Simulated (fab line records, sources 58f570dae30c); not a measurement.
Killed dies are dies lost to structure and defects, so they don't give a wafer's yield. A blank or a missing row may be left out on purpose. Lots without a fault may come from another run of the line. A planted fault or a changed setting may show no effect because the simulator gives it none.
Split-lot experiment | flow berkeley_cmos170 | 5 lots, 23 wafers read, on a route of 331 steps

THE SPLIT
At UCB170_PLDD_PEB_04, the setting peb_temp_c was moved away from the recipe's 130 C on 8 of the 23 wafers read, by +1.4% to +2.1%. The other wafers ran this setting at the recipe's value.

FROM THE SPLIT TO THE READING: what the file shows between them, 1 step
- UCB170_PLDD_DEVELOP_05: develop time 45 s

THE READING
cd_nm, in nm, at UCB170_PLDD_CD_MEAS_06 (target cd 1200 nm). Fault-free wafers of this fab line usually give 1199.5 nm, standard deviation 1.9 nm.

wafer  | tool, chamber at the split | peb_temp_c as run, C | against the recipe | cd_nm, nm | against lot-mates on the recipe
L074.1 | litho_track-01, 0          | 130                  | recipe             | 1196.5    | -
L074.2 | litho_track-01, 0          | 130                  | recipe             | 1198.2    | -
L074.3 | litho_track-01, 0          | 130                  | recipe             | 1196.0    | -
L074.5 | litho_track-01, 0          | 130                  | recipe             | 1196.7    | -
L074.6 | litho_track-01, 0          | 130                  | recipe             | 1196.4    | -
L078.1 | litho_track-03, 0          | 130                  | recipe             | 1196.7    | -
L078.2 | litho_track-03, 0          | 130                  | recipe             | 1195.5    | -
L078.4 | litho_track-03, 0          | 130                  | recipe             | 1195.7    | -
L078.5 | litho_track-03, 0          | 132.4                | +1.8%              | 1210.7    | +14.7
L078.6 | litho_track-03, 0          | 132.4                | +1.8%              | 1212.7    | +16.7
L077.1 | litho_track-01, 0          | 130                  | recipe             | 1200.7    | -
L077.2 | litho_track-01, 0          | 132.7                | +2.1%              | 1215.4    | +15.2
L077.3 | litho_track-01, 0          | 130                  | recipe             | 1199.8    | -
L077.4 | litho_track-01, 0          | 132.7                | +2.1%              | 1216.4    | +16.2
L077.5 | litho_track-01, 0          | 132.7                | +2.1%              | 1216.9    | +16.7
L080.2 | litho_track-02, 0          | 131.8                | +1.4%              | 1209.5    | +10.8
L080.3 | litho_track-02, 0          | 130                  | recipe             | 1199.1    | -
L080.4 | litho_track-02, 0          | 131.8                | +1.4%              | 1209.2    | +10.5
L080.5 | litho_track-02, 0          | 131.8                | +1.4%              | 1210.5    | +11.8
L080.6 | litho_track-02, 0          | 130                  | recipe             | 1198.2    | -
L084.2 | litho_track-02, 0          | 130                  | recipe             | 1201.9    | -
L084.4 | litho_track-02, 0          | 130                  | recipe             | 1203.1    | -
L084.5 | litho_track-02, 0          | 130                  | recipe             | 1202.1    | -

THE FIT
A straight line over all 23 wafers: cd_nm changes by +8.12 nm for each +1% of peb_temp_c; r = +0.96; the points scatter about the line by 2.2 nm.
The same after taking each lot's own level away (the mean of its wafers on the recipe; 23 wafers): +7.98 nm for each +1%; r = +0.99; scatter 0.77 nm.
On that fit, the largest move of peb_temp_c shifts the reading by 17 nm.
The lots' own levels span 1195.97 to 1202.37 nm, that is 3.4 times the standard deviation above.
So the lot-to-lot level changes the slope little: the two slopes agree.
Check: with one of the wafers moved furthest among these (+2.1%) left out of the fit, the line predicts +16.9 nm for it against its lot-mates. It came out at +15.2 nm against them.

OTHER SPLITS ON THESE WAFERS
These wafers also went through other splits before the reading. Each is held against what the fit with the lots' levels taken away leaves over:
other split on the same wafers       | wafers away from the commonest value | r with cd_nm (lot level and that fit taken away)
UCB170_NWELL_OXIDATION_01 ox_time_s  | 18                                   | +0.24
UCB170_PWELL_OXIDATION_02 ox_time_s  | 10                                   | +0.23
UCB170_WELLDRIVE_OXIDATION_01 temp_c | 10                                   | +0.13
UCB170_ACTIVE_CVD_05 time_s          | 15                                   | -0.10
UCB170_ACTIVE_ETCH_15 time_s         | 7                                    | -0.03
UCB170_FIELD_OXIDATION_01 ox_time_s  | 18                                   | +0.00
UCB170_SACOX_OXIDATION_01 temp_c     | 15                                   | +0.01
UCB170_PVT_STRIP_08 overash_fraction | 6                                    | -0.16
UCB170_GATE_COAT_07 resist_thk_nm    | 12                                   | -0.41
UCB170_GATE_ETCH_15 icp_w            | 5                                    | +0.12

THE FILE'S OWN FIT
cd_nm changes by +8.05 nm for each +1% of peb_temp_c, r = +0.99.
